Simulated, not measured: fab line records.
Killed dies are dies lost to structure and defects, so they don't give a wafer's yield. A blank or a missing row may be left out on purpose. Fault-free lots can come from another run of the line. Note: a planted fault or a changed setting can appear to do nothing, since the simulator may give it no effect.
Split-lot experiment + flow berkeleyCmos170 + 23 wafers read across 5 lots, on a route 331 steps long

## THE SPLIT
At UCB170_PVT_COAT_01 (resist thk 900 nm), the setting resistThkNm was moved away from the recipe's 900 nm on 5 of the 23 wafers read, by +5.3% to +5.7%. All remaining wafers had this setting at the recipe value.

The split's own step is where the reading is taken.

## THE READING
KrF_of_PVT_COAT_01.thkNm (the simulator's own value, which no gauge read), in nm, at UCB170_PVT_COAT_01 (resist thk 900 nm). No usual value for it is given in the file. Average 900.3 nm, standard deviation 2.5 nm, over the 18 wafers here run with the recipe.

| wafer  | tool, chamber at the split | resistThkNm as run, nm | against the recipe | KrF_of_PVT_COAT_01.thkNm, nm | against lot-mates on the recipe |
|--------|----------------------------|------------------------|--------------------|------------------------------|---------------------------------|
| L074.1 | lithoTrack-01, 0           | 947.6                  | +5.3%              | 948                          | +48.0                           |
| L074.3 | lithoTrack-01, 0           | 900                    | recipe             | 899.5                        | -                               |
| L074.4 | lithoTrack-01, 0           | 900                    | recipe             | 900.5                        | -                               |
| L074.5 | lithoTrack-01, 0           | 947.6                  | +5.3%              | 947.3                        | +47.3                           |
| L074.6 | lithoTrack-01, 0           | 947.6                  | +5.3%              | 948.7                        | +48.7                           |
| L076.1 | lithoTrack-03, 0           | 900                    | recipe             | 901.1                        | -                               |
| L076.2 | lithoTrack-03, 0           | 900                    | recipe             | 904.7                        | -                               |
| L076.4 | lithoTrack-03, 0           | 900                    | recipe             | 903.9                        | -                               |
| L076.5 | lithoTrack-03, 0           | 900                    | recipe             | 903.4                        | -                               |
| L076.6 | lithoTrack-03, 0           | 900                    | recipe             | 904.5                        | -                               |
| L077.1 | lithoTrack-01, 0           | 951.2                  | +5.7%              | 952.8                        | +52.4                           |
| L077.3 | lithoTrack-01, 0           | 900                    | recipe             | 900.5                        | -                               |
| L077.4 | lithoTrack-01, 0           | 951.2                  | +5.7%              | 948.6                        | +48.2                           |
| L077.5 | lithoTrack-01, 0           | 900                    | recipe             | 899.2                        | -                               |
| L077.6 | lithoTrack-01, 0           | 900                    | recipe             | 901.5                        | -                               |
| L085.1 | lithoTrack-03, 0           | 900                    | recipe             | 900.8                        | -                               |
| L085.4 | lithoTrack-03, 0           | 900                    | recipe             | 899.6                        | -                               |
| L085.5 | lithoTrack-03, 0           | 900                    | recipe             | 897.4                        | -                               |
| L080.1 | lithoTrack-01, 0           | 900                    | recipe             | 899.7                        | -                               |
| L080.2 | lithoTrack-01, 0           | 900                    | recipe             | 896.1                        | -                               |
| L080.4 | lithoTrack-01, 0           | 900                    | recipe             | 897.7                        | -                               |
| L080.5 | lithoTrack-01, 0           | 900                    | recipe             | 896.5                        | -                               |
| L080.6 | lithoTrack-01, 0           | 900                    | recipe             | 898.6                        | -                               |

THE FIT
A straight line over all 23 wafers: KrF_of_PVT_COAT_01.thkNm changes by +8.95 nm for each +1% of resistThkNm; r = +0.99; the points scatter about the line by 2.4 nm.
The same after taking each lot's own level away (the mean of its wafers on the recipe; 23 wafers): +8.97 nm for each +1%; r = +1.00; scatter 1.3 nm.
Per that fit: largest resistThkNm move, reading shift of 51 nm.
Measured against the standard deviation above, the lots' own levels, which go from 897.72 to 903.52 nm, span 2.3 times it.
Hence the lot-to-lot level has little effect on the slope; both slopes agree.
Check: +50.7 nm against its lot-mates is what the line predicts for one of the wafers moved furthest among these (+5.7%) when that wafer is left out of the fit. It came out at +52.4 nm against them.

## OTHER SPLITS ON THESE WAFERS
Before the reading, these wafers also passed through other splits. Each is held against what the fit with the lots' levels taken away leaves over:
| other split on the same wafers      | wafers away from the commonest value | r with KrF_of_PVT_COAT_01.thkNm (lot level and that fit taken away) |
|-------------------------------------|--------------------------------------|---------------------------------------------------------------------|
| UCB170_START_OXIDATION_02 oxTimeS   | 10                                   | +0.08                                                               |
| UCB170_NWELL_CVD_04 sih2cl2FlowSccm | 10                                   | -0.04                                                               |
| UCB170_NWELL_ETCH_13 timeS          | 8                                    | +0.10                                                               |
| UCB170_PWELL_CVD_05 sih2cl2FlowSccm | 18                                   | +0.14                                                               |
| UCB170_PWELL_IMPLANT_15 doseCm2     | 10                                   | +0.09                                                               |

## THE WHOLE CHAIN: every reading that the file lists as answering this split, in the file's order
| step                | what it does      | reading                                                                   | change (the file's fit)              | r (the file's) |
|---------------------|-------------------|---------------------------------------------------------------------------|--------------------------------------|----------------|
| UCB170_PVT_COAT_01  | resist thk 900 nm | KrF_of_PVT_COAT_01.thkNm (the simulator's own value, which no gauge read) | +8.95 nm for each +1% of the setting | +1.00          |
| UCB170_PVT_STRIP_08 | strips in O2      | stripTimeToEndpointS                                                      | withheld for each +1% of the setting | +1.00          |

## THE FILE'S OWN FIT
KrF_of_PVT_COAT_01.thkNm changes by +8.95 nm for each +1% of resistThkNm, r = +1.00.
